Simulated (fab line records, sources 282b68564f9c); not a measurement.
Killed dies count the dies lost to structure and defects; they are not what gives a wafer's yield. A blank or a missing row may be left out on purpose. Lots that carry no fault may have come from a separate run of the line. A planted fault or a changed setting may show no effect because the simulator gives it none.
The tool behind it: which one? ; flow rit_cmos ; 15 lots, 45 wafers sampled, at 2 steps of a route of 202

## WHAT THE GAUGES READ, wafer by wafer
The record holds no reading of a measuring or inspecting step that can be judged against a usual standard deviation.

## TOOL THAT RAN EACH LOT (tool first, then ch and the chambers of the sampled wafers, then the start)
lot;RIT_M1_ANNEAL_15;RIT_M1_PROBE_99
L425;furnace-02 ch 0, day 3 12:20;prober-02, day 3 13:58
L427;furnace-02 ch 0, day 3 22:48;prober-02, day 4 00:28
L428;furnace-02 ch 0, day 4 00:32;prober-01, day 4 02:10
L429;furnace-02 ch 0, day 4 07:58;prober-02, day 4 09:38
L430;furnace-02 ch 0, day 4 12:40;prober-01, day 4 14:17
L431;furnace-02 ch 0, day 4 15:50;prober-02, day 4 17:36
L432;furnace-02 ch 0, day 4 19:00;prober-01, day 4 20:46
L433;furnace-02 ch 0, day 5 04:17;prober-02, day 5 05:57
L434;furnace-02 ch 0, day 5 06:05;prober-01, day 5 07:46
L442;furnace-02, day 6 22:17;prober-01, day 6 23:55
L443;furnace-02, day 7 06:48;prober-02, day 7 08:28
L444;furnace-02, day 7 10:16;prober-01, day 7 11:56
L446;furnace-02 ch 0, day 7 18:16;prober-01, day 7 19:59
L447;furnace-02 ch 0, day 8 00:47;prober-02, day 8 02:33
L448;furnace-02 ch 0, day 8 04:04;prober-01, day 8 05:41
- RIT_M1_ANNEAL_15: time 1800 s.
- RIT_M1_PROBE_99

## WHAT THE TOOLS THEMSELVES READ (means of the sampled wafers that have a number; where no wafer has one, the mark that the record gives instead)
RIT_M1_ANNEAL_15. Usual: spike_tc_centre_C 451.7 C, standard deviation 0.98; spike_tc_load_C 474.1 C, standard deviation 0.87.
lot;tool;spike_tc_centre_C (C);spike_tc_load_C (C);flag
L425;furnace-02;451.9;473.7;
L427;furnace-02;451.9;474.1;
L428;furnace-02;451.8;474.1;
L429;furnace-02;452.3;474.3;
L430;furnace-02;450.9;474.9;
L431;furnace-02;451.3;474.2;
L432;furnace-02;453.1;474.2;
L433;furnace-02;450.8;473.9;
L434;furnace-02;452.0;473.7;
L442;furnace-02;-;-;OFF
L443;furnace-02;-;-;OFF
L444;furnace-02;-;-;OFF
L446;furnace-02;451.6;473.8;
L447;furnace-02;452.9;474.0;
L448;furnace-02;452.3;473.5;

RIT_M1_PROBE_99. Usual: defect_limited_yield 97.3 %, standard deviation 1.2; killed_at_contacts 0.1, standard deviation 0.24; killed_at_front_end 7, standard deviation 3.2; killed_dies 7, standard deviation 3.2; killed_open 3.6, standard deviation 2.1; killed_short 3.5, standard deviation 2; sort_bin_3_pad_short 0.1 %, standard deviation 0.18; sort_bin_5_function 1.5 %, standard deviation 0.84; sort_bin_6_memory 1.1 %, standard deviation 0.74; sort_n_pass 257, standard deviation 3.2; sort_yield_pct 97.3 %, standard deviation 1.2.
lot;tool;defect_limited_yield (%);killed_at_contacts;killed_at_front_end;killed_dies;killed_open;killed_short;sort_bin_3_pad_short (%);sort_bin_5_function (%);sort_bin_6_memory (%);sort_n_pass;sort_yield_pct (%);flag
L425;prober-02;97.7;0.0;6;6;3.7;2.3;0.0;1.8;0.5;258;97.7;
L427;prober-02;97.1;0.0;8;8;4.0;3.7;0.1;2.0;0.8;256;97.1;
L428;prober-01;98.5;0.0;4;4;1.7;2.3;0.1;0.5;0.9;260;98.5;
L429;prober-02;96.6;0.0;9;9;5.3;3.7;0.3;1.4;1.8;255;96.6;
L430;prober-01;97.6;0.0;6;6;4.0;2.3;0.1;1.5;0.8;258;97.6;
L431;prober-02;98.6;0.3;3;4;1.3;2.3;0.1;0.9;0.4;260;98.6;
L432;prober-01;94.7;0.0;14;14;7.3;6.7;0.0;3.8;1.5;250;94.7;
L433;prober-02;98.5;0.0;4;4;2.0;2.0;0.0;0.8;0.8;260;98.5;
L434;prober-01;98.5;0.0;4;4;1.3;2.7;0.1;0.9;0.5;260;98.5;
L442;prober-01;98.0;0.0;5;5;1.7;3.7;0.3;1.0;0.8;259;98.0;
L443;prober-02;98.2;0.0;5;5;2.0;2.7;0.0;1.1;0.6;259;98.2;
L444;prober-01;97.7;0.3;6;6;3.3;2.7;0.0;1.5;0.8;258;97.7;
L446;prober-01;98.1;0.0;5;5;2.0;3.0;0.1;0.8;1.0;259;98.1;
L447;prober-02;98.0;0.3;5;5;3.0;2.3;0.0;1.5;0.5;259;98.0;
L448;prober-01;94.3;0.0;15;15;8.7;6.3;0.3;2.6;2.8;249;94.3;

## THE ANSWER, worked out from the rows above alone
Rule: a lot is off if the mean of its wafers that have a number lies more than 3 standard deviations from the usual mean. Also off: a lot with no number at a reading for which 4 or more lots have one. Where the step has rows for the other lots, those lots are counted as sound. After the gauges, taken in route order, come the tools' own readings; for these a lot's mean is taken, as printed above. The first step at which some lot is off is used, and at that step the reading that is off furthest; a lot without a number counts as furthest.
Off at RIT_M1_ANNEAL_15 (spike_tc_centre_C): L442, L443, L444. Without a number there: L442, L443, L444.
If a tool, at that step or one of the process steps before it, ran each lot that is off and ran no sound lot following the first of them, it fits. No candidate that was tried fits.

## WHAT WAS PUT IN BY THE SIMULATOR
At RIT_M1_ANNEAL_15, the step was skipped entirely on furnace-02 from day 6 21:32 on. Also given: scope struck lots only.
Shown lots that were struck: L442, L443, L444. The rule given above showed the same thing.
